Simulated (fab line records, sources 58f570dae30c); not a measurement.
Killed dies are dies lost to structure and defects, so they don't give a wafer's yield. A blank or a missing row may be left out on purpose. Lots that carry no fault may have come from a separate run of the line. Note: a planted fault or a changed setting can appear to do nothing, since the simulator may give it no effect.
Comparing a struck lot with a sound one / flow berkeley-cmos170 / 14 steps out of a route of 331
Sound: these wafers, L944.1, L944.2, L944.6. Wafers struck: L947.3, L947.5, L947.6. The cause is named last.
For every step that has rows: the tool of each side, followed by ch and its chambers, followed by its first start. Under that, the readings that differ: sound wafers / struck wafers / difference of the means / sigmas: that difference in standard deviations of wafers without a fault.
alike: a reading whose means differ by less than 2 such deviations, as well as words and numbers matching on both sides. not compared: withheld readings; readings where some wafer has no value; bounds like >300 that might hide an equal value; numbers whose values overlap and for which the record gives no deviation.
A row with sigmas, a row that says differs or no value, or rows on one side alone: a step with any of these is where the two part. Non-overlapping numbers with no deviation appear without sigmas and do not part them. Lack of a reading on every wafer of one side parts them only where that side has two or more wafers.

UCB170_PVT_STRIP_08: strips in O2.
  sound on plasma-asher-04 ch 0,1, day 6 04:53; struck on plasma-asher-02 ch 0,1, day 6 07:46
  alike: drypump-motor-current-A, oes-product-au, strip-time-to-endpoint-s
  not compared: rf-hours-counter-h
UCB170_PVT_TW_MEAS_09:
  struck on film-metro-01, day 6 07:52; sound on film-metro-01, day 6 04:59
  alike: PVT_TW
then, 1 step without rows for these wafers: UCB170_GATE_WET_ETCH_00 (etches SiO2 in dHF, time 200 s).
UCB170_FIELD_THK_MEAS_91:
  struck on film-metro-01, day 6 07:59; sound on film-metro-02, day 6 05:07
  alike: FIELD_OXIDE_LEFT_2_THK
then, 1 step without rows for these wafers: UCB170_GATE_OXIDATION_01 (target thk 6.6 nm, ox time 1800 s).
UCB170_GATE_THK_MEAS_02:
  struck on film-metro-02, day 6 11:08; sound on film-metro-02, day 6 07:56
  alike: GATE_OXIDE_THK
then, 2 steps without rows for these wafers: UCB170_GATE_ANNEAL_03 (time 1800 s); UCB170_GATE_CVD_04 (deposits poly-Si from SiH4, time 1440 s, target thk 214 nm).
UCB170_GATE_THK_MEAS_05:
  struck on film-metro-01, day 6 16:21; sound on film-metro-02, day 6 13:29
  alike: GATE_POLY_THK
then, 3 steps without rows for these wafers: UCB170_GATE_COAT_06; UCB170_GATE_COAT_07 (resist thk 900 nm); UCB170_GATE_SOFTBAKE_08 (time 60 s).
UCB170_GATE_EXPOSE_09: exposes mask POLY, target cd 350 nm.
  sound on krf-scanner-01 ch 0, day 6 14:08; struck on krf-scanner-01, day 6 17:14
  no value came back on the struck wafers for exposure-dose-mJ-cm2, focus-offset-nm (nm); on the sound wafers exposure-dose-mJ-cm2 reads 20.739 20.771 20.760
  alike: mask
following that, these wafers have no rows for 1 step: UCB170_GATE_PEB_10.

WHERE THEY PART
UCB170_GATE_EXPOSE_09 only, going by this record.

WHY: the cause the simulator had injected
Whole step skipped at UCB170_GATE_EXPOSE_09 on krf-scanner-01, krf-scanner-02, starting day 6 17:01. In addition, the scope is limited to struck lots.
